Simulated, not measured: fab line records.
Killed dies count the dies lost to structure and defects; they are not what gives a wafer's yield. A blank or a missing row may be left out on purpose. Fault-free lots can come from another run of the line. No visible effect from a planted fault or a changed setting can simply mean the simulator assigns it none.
fab line records	flow ritCmos
record lots=6	wafers=18	lastDay=7
route steps=202 shown CONTACT@180 M1@184
lots untouched by any fault: they come from a run of this same line in which no faults occurred
startH: the number of hours between the record's first day and the start of the first shown wafer of the lot	waitH: hours elapsed since this lot's preceding step	" the same as in the row above	L1.1+2: a row that stands for several wafers	- no value, or no start given	* or withheld: withheld	< > ~ a bound
route shown NAME@n: a module of which the file shows steps, and the number in the route of the first	usual: mean and standard deviation over wafers with no fault	same: alike in all rows	chamber/n: place in a boat	sites: readings site by site	_std_site: standard deviation across them	_edge_site: outer sites' mean less inner sites'	radiusMm: for every site, how far away it sits from the centre of the wafer	mask NAME#n: copy n	behind: tool/chamber where the wafer was last shaped	hold: cause of the lot's hold/its duration in hours/its outcome	device: whichever transistor did not switch (one of n, p or np)	end of line: the same wafers' tests at the end of the route	step lacking rows: just its recipe	killed: dies that structure and defects cost at the first sort, which is not the same as the wafer's yield	map: per-die view of a wafer (x killed, . not killed, _ where there is no die)
set.NAME: the setting the step ran with; set.NAME@STEP: the setting that earlier step ran with	model.NAME: the simulator's own value behind a step, which no gauge read
lots at some steps of the route; a table a step, a row a wafer
services: from which hour (startH, from the record's first day; less than 0 if before it) a tool's chamber was out of use, for how many hours, and why
## steps
# step RIT_CONTACT_STRIP_12
# recipe chemistry=O2	timeS=180	resist=NOVOLAK	platenTempC=withheld	powerW=500	pressureMtorr=4000	o2FlowSccm=4000
# usual chamberPressureMTorr=3999/4.6	drypumpMotorCurrentA=5.94/0.28
# same timeS=180
lot.wafer	tool	chamber	startH	waitH	chamberPressureMTorr	drypumpMotorCurrentA	rfHoursCounterH
L350.1	plasmaAsher-02	1	57.43	0.1	3998	5.71	41
L350.3	"	0	"	"	3998	6.02	-
L350.5	"	0	"	"	4003	6.03	-
L356.1	plasmaAsher-01	1	83.98	0.1	3997	5.69	45
L356.3	"	1	"	"	3995	5.71	-
L356.5	"	1	"	"	3994	5.67	-
L358.2	plasmaAsher-04	1	97.99	0.1	4001	6.42	43
L358.3	"	0	"	"	4000	6.09	-
L358.4	"	1	"	"	4003	6.41	-
L360.3	plasmaAsher-02	0	106.91	0.2	3994	6.04	-
L360.4	"	1	"	"	3998	5.69	-
L360.5	"	0	"	"	4004	6.03	-
L367.2	plasmaAsher-01	1	143.94	0.1	3995	5.65	50
L367.4	"	1	"	"	3997	5.66	-
L367.6	"	0	"	"	3997	5.65	-
L372.2	plasmaAsher-04	1	169.93	0.1	3997	6.37	51
L372.3	"	1	"	"	4003	6.38	-
L372.4	"	0	"	"	3998	6.02	-
# step RIT_CONTACT_CD_MEAS_90
# recipe targetCdNm=1000
# usual cdNm=1000.4/2.5
lot.wafer	tool	chamber	startH	waitH	cdNm
L350.1	cdSem-02	-	57.61	0.1	997.4
L350.3	"	-	"	"	998.7
L350.5	"	-	"	"	997.0
L356.1	cdSem-02	-	84.16	0.1	1003.0
L356.3	"	-	"	"	1002.6
L356.5	"	-	"	"	1004.4
L358.2	cdSem-02	-	98.18	0.1	999.2
L358.3	"	-	"	"	999.7
L358.4	"	-	"	"	998.5
L360.3	cdSem-01	-	107.06	0.1	997.4
L360.4	"	-	"	"	998.0
L360.5	"	-	"	"	995.7
L367.2	cdSem-01	-	144.13	0.1	1001.4
L367.4	"	-	"	"	1002.6
L367.6	"	-	"	"	1000.0
L372.2	cdSem-01	-	170.13	0.1	998.4
L372.3	"	-	"	"	999.9
L372.4	"	-	"	"	999.2
# step RIT_CONTACT_CLEAN_13
# recipe chemistry=SC1	mix=3:3:50	timeS=600	tempC=75
# step RIT_CONTACT_CLEAN_14
# recipe chemistry=SC2	mix=3:3:50	timeS=600	tempC=75	dry=n2Spin
# step RIT_M1_SPUTTER_00
# recipe material=Al	targetThkNm=400	powerW=2000	chamberPressurePa=0.4	gas=Ar	timeS=500	substrateTempC=25
# usual throttleValvePct=29.7/0.97
# same timeS=500
lot.wafer	tool	chamber	startH	waitH	throttleValvePct
L350.1	pvdSputter-02	-	58.09	0.0	28.0
L350.3	"	-	"	"	30.0
L350.5	"	-	"	"	30.4
L356.1	pvdSputter-02	-	84.64	0.0	28.2
L356.3	"	-	"	"	29.7
L356.5	"	-	"	"	28.3
L358.2	pvdSputter-02	-	98.81	0.0	30.7
L358.3	"	-	"	"	28.2
L358.4	"	-	"	"	30.6
L360.3	pvdSputter-01	-	107.49	0.0	29.8
L360.4	"	-	"	"	29.2
L360.5	"	-	"	"	30.8
L367.2	pvdSputter-01	-	144.58	0.0	29.3
L367.4	"	-	"	"	30.5
L367.6	"	-	"	"	29.1
L372.2	pvdSputter-03	-	170.59	0.0	28.6
L372.3	"	-	"	"	30.2
L372.4	"	-	"	"	29.0
# step RIT_M1_RS_MEAS_01
# recipe thkMeasGauge=four-point-probe	reads=Al_of_M1_SPUTTER_00
# usual M1_AL_RS=0.0735/0.00072
lot.wafer	tool	chamber	startH	waitH	M1_AL_RS[ohm/sq]
L350.1	filmMetro-01	-	58.39	0.1	0.0733
L350.3	"	-	"	"	0.0746
L350.5	"	-	"	"	0.0737
L356.1	filmMetro-01	-	84.94	0.1	0.0734
L356.3	"	-	"	"	0.0737
L356.5	"	-	"	"	0.0730
L358.2	filmMetro-02	-	99.12	0.2	0.0731
L358.3	"	-	"	"	0.0729
L358.4	"	-	"	"	0.0734
L360.3	filmMetro-02	-	107.83	0.2	0.0742
L360.4	"	-	"	"	0.0741
L360.5	"	-	"	"	0.0743
L367.2	filmMetro-04	-	144.90	0.2	0.0730
L367.4	"	-	"	"	0.0729
L367.6	"	-	"	"	0.0726
L372.2	filmMetro-04	-	170.91	0.2	0.0743
L372.3	"	-	"	"	0.0732
L372.4	"	-	"	"	0.0731
# step RIT_M1_THK_MEAS_02
# recipe thkMeasGauge=xrf	reads=Al_of_M1_SPUTTER_00
# usual M1_AL_THK=398/4.2
lot.wafer	tool	chamber	startH	waitH	M1_AL_THK[nm]
L350.1	filmMetro-01	-	58.51	0.1	399
L350.3	"	-	"	"	392
L350.5	"	-	"	"	399
L356.1	filmMetro-01	-	85.06	0.1	399
L356.3	"	-	"	"	398
L356.5	"	-	"	"	398
L358.2	filmMetro-02	-	99.23	0.1	400
L358.3	"	-	"	"	402
L358.4	"	-	"	"	398
L360.3	filmMetro-02	-	107.93	0.1	396
L360.4	"	-	"	"	395
L360.5	"	-	"	"	393
L367.2	filmMetro-04	-	145.01	0.1	399
L367.4	"	-	"	"	399
L367.6	"	-	"	"	400
L372.2	filmMetro-04	-	171.02	0.1	393
L372.3	"	-	"	"	398
L372.4	"	-	"	"	400
# step RIT_M1_HMDS_03
# recipe primeTimeS=60	primeTempC=140
# step RIT_M1_COAT_04
# recipe resist=NOVOLAK	spinRpm=2000	resistThkNm=1300
# step RIT_M1_SOFTBAKE_05
# recipe resist=NOVOLAK	tempC=90	timeS=60
# step RIT_M1_EXPOSE_06
# recipe maskId=M12	na=0.6	sourceShape=conventional	sigmaOuter=0.5	targetCdNm=2600	doseMj=246.6
# step RIT_M1_PEB_07
# recipe resist=NOVOLAK	tempC=withheld	timeS=withheld
# step RIT_M1_DEVELOP_08
# recipe resist=NOVOLAK	developTimeS=68	devTempC=23
# usual developerTempC=22.98/0.11
lot.wafer	tool	chamber	startH	waitH	developerTempC
L350.1	lithoTrack-02	0	59	-	22.89
L350.3	"	0	"	"	23.08
L350.5	"	0	"	"	22.83
L356.1	lithoTrack-04	0	85	-	22.97
L356.3	"	0	"	"	23.12
L356.5	"	0	"	"	23.03
L358.2	lithoTrack-02	0	100	-	23.60
L358.3	"	0	"	"	23.55
L358.4	"	0	"	"	23.58
L360.3	lithoTrack-02	0	108	-	23.55
L360.4	"	0	"	"	23.66
L360.5	"	0	"	"	23.50
L367.2	lithoTrack-04	0	145	-	23.00
L367.4	"	0	"	"	23.16
L367.6	"	0	"	"	23.03
L372.2	lithoTrack-01	0	171	-	22.94
L372.3	"	0	"	"	22.99
L372.4	"	0	"	"	23.08
# step RIT_M1_CD_MEAS_09
# recipe targetCdNm=2600
# usual cdNm=2599.7/2.6
lot.wafer	tool	chamber	startH	waitH	cdNm
L350.1	cdSem-02	-	59.57	-	2597.7
L350.3	"	-	"	"	2598.9
L350.5	"	-	"	"	2598.9
L356.1	cdSem-02	-	86.00	-	2603.0
L356.3	"	-	"	"	2600.8
L356.5	"	-	"	"	2600.3
L358.2	cdSem-02	-	100.18	-	2601.7
L358.3	"	-	"	"	2602.9
L358.4	"	-	"	"	2604.1
L360.3	cdSem-02	-	108.89	-	2602.1
L360.4	"	-	"	"	2604.7
L360.5	"	-	"	"	2602.8
L367.2	cdSem-02	-	145.96	-	2602.0
L367.4	"	-	"	"	2604.7
L367.6	"	-	"	"	2604.7
L372.2	cdSem-02	-	172.09	-	2601.9
L372.3	"	-	"	"	2602.1
L372.4	"	-	"	"	2603.1
# step RIT_M1_PROBE_99
# usual defectLimitedYield=97.5/1.1	killedAtContacts=0.0/0.2	killedAtFrontEnd=6.6/2.8	killedDies=6.6/2.8	killedOpen=3.3/1.9	killedShort=3.2/1.8	sort_bin_3_pad_short=0.1/0.2	sort_bin_5_function=1.4/0.83	sort_bin_6_memory=0.9/0.55	sortNPass=257.4/2.8	sortYieldPct=97.5/1.1
# same grossDies=264	killed_at_M0_to_M3=0	killed_at_M4_up=0	killedAtBackSide=0	killedAtOther=0
lot.wafer	tool	chamber	startH	waitH	defectLimitedYield[%]	killedAtContacts	killedAtFrontEnd	killedDies	killedOpen	killedShort	sort_bin_3_pad_short[%]	sort_bin_5_function[%]	sort_bin_6_memory[%]	sortNPass	sortYieldPct[%]
L350.1	prober-02	-	62.41	0.1	99.2	0	2	2	1	1	0	0.4	0.4	262.0	99.2
L350.3	prober-02	-	62.51	0.2	98.5	0	4	4	0	4	0	1.1	0.4	260.0	98.5
L350.5	prober-02	-	62.61	0.2	96.6	0	9	9	6	3	0	1.5	1.9	255.0	96.6
L356.1	prober-02	-	88.67	0.1	96.6	0	9	9	3	6	0	2.3	1.1	255.0	96.6
L356.3	prober-02	-	88.77	0.2	96.6	0	9	9	4	5	0.4	1.1	1.9	255.0	96.6
L356.5	prober-02	-	88.87	0.2	97.7	1	5	6	2	4	0	1.9	0.4	258.0	97.7
L358.2	prober-02	-	102.87	0.1	99.6	0	1	1	0	1	0.4	0	0	263.0	99.6
L358.3	prober-02	-	102.92	0.2	98.1	0	5	5	4	1	0	1.5	0.4	259.0	98.1
L358.4	prober-02	-	102.97	0.2	96.2	0	10	10	5	5	0	2.7	1.1	254.0	96.2
L360.3	prober-02	-	111.61	0.2	98.9	0	3	3	2	1	0	0.4	0.8	261.0	98.9
L360.4	prober-02	-	111.66	0.2	98.5	0	4	4	2	2	0	1.1	0.4	260.0	98.5
L360.5	prober-02	-	111.71	0.2	97.0	0	8	8	5	3	0	2.3	0.8	256.0	97.0
L367.2	prober-01	-	149.76	0.1	98.5	0	4	4	0	4	0	0.4	1.1	260.0	98.5
L367.4	prober-01	-	149.86	0.2	95.8	0	11	11	7	4	0.4	1.9	1.9	253.0	95.8
L367.6	prober-01	-	149.96	0.2	98.5	0	4	4	2	2	0	0.4	1.1	260.0	98.5
L372.2	prober-02	-	174.80	0.1	98.5	0	4	4	2	2	0	1.1	0.4	260.0	98.5
L372.3	prober-02	-	174.85	0.2	97.0	0	8	8	7	1	0.4	1.1	1.5	256.0	97.0
L372.4	prober-02	-	174.90	0.2	98.5	0	4	4	2	2	0	0.4	1.1	260.0	98.5
# killed by level:class
L350.1 FOX1:geometricParticle:short=1 SILICIDE:geometricParticle:open=1
L350.3 REOX:geometricParticle:short=2 FOX1:geometricParticle:short=1 GATE:geometricParticle:short=1
L350.5 FOX1:geometricParticle:open=3 FOX1:geometricParticle:short=2 FOX2:geometricParticle:open=1 FOX2:geometricParticle:short=1 GATE:geometricParticle:open=1 SILICIDE:geometricParticle:open=1
L356.1 GATE:geometricParticle:short=5 SILICIDE:geometricParticle:open=2 GATE:geometricParticle:open=1 SPACER:geometricParticle:short=1
L356.3 SPACER:geometricParticle:open=3 FOX2:geometricParticle:short=2 REOX:geometricParticle:short=2 GATE:geometricParticle:open=1 SILICIDE:geometricParticle:short=1
L356.5 FOX2:geometricParticle:open=1 GATE:geometricParticle:short=1 SPACER:geometricParticle:short=1 SILICIDE:geometricParticle:short=1 SILICIDE:geometricParticle:open=1 CONTACT:geometricParticle:short=1
L358.2 GATE:geometricParticle:short=1
L358.3 FOX1:geometricParticle:open=3 FOX2:geometricParticle:short=1 GATE:geometricParticle:open=1
L358.4 SPACER:geometricParticle:short=3 SPACER:geometricParticle:open=3 FOX1:geometricParticle:short=1 GATE:geometricParticle:open=1 GATE:geometricParticle:short=1 SILICIDE:geometricParticle:open=1
L360.3 FOX1:geometricParticle:open=1 GATE:geometricParticle:open=1 GATE:geometricParticle:short=1
L360.4 FOX1:geometricParticle:open=2 GATE:geometricParticle:short=1 SPACER:geometricParticle:short=1
L360.5 REOX:geometricParticle:open=2 SILICIDE:geometricParticle:short=2 SILICIDE:geometricParticle:open=2 FOX1:geometricParticle:short=1 GATE:geometricParticle:open=1
L367.2 GATE:geometricParticle:short=3 FOX1:geometricParticle:short=1
L367.4 SPACER:geometricParticle:open=2 SILICIDE:geometricParticle:short=2 FOX1:geometricParticle:open=1 FOX2:geometricParticle:open=1 GATE:geometricParticle:open=1 REOX:geometricParticle:open=1 REOX:geometricParticle:short=1 SPACER:geometricParticle:short=1
L367.6 REOX:geometricParticle:short=2 FOX1:geometricParticle:open=1 SILICIDE:geometricParticle:open=1
L372.2 GATE:geometricParticle:open=2 GATE:geometricParticle:short=1 SILICIDE:geometricParticle:short=1
L372.3 GATE:geometricParticle:open=3 SILICIDE:geometricParticle:open=2 FOX1:geometricParticle:open=1 REOX:geometricParticle:open=1 REOX:geometricParticle:short=1
L372.4 FOX1:geometricParticle:short=1 GATE:geometricParticle:short=1 GATE:geometricParticle:open=1 SPACER:geometricParticle:open=1
## services
tool	chamber	startH	hours	kind
pvdSputter-02	-	43.06	2.8	repair
plasmaAsher-02	-	47.67	6.0	repair
lithoTrack-01	-	55.49	-	consumableReplace:filter
pvdSputter-03	-	75.93	2.6	repair
plasmaAsher-02	-	77.79	6.2	repair
plasmaAsher-01	-	105.85	1.3	repair
plasmaAsher-01	-	108.39	19.9	repair
plasmaAsher-02	-	108.75	9.0	pm
plasmaAsher-02	0	108.75	9.0	ventCycle
plasmaAsher-02	1	108.75	9.0	ventCycle
pvdSputter-02	-	114.54	4.7	repair
plasmaAsher-02	0	117.75	-	clean
plasmaAsher-02	1	117.75	-	clean
## key
firstSign step=RIT_M1_DEVELOP_08	reading=developerTempC	direction=up	sigmas=5.3	usual=*	struck=*
effect none on later readings
metAt RIT_M1_DEVELOP_08
struckWafers L358.2,L358.3,L358.4,L360.3,L360.4,L360.5
loopTrim step=RIT_M1_EXPOSE_06	setting=dose	lots=L360
onsetBetween 59 100
fault kind=processParameterDrift	tool=lithoTrack-02	chamber=-	onsetH=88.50	steps=RIT_M1_DEVELOP_08	channel=devTempC	offset=*	shape=step	endH=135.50	actsIn=*	stated=*
# loopTrim: a control loop set the setting to another value than it would have without faults
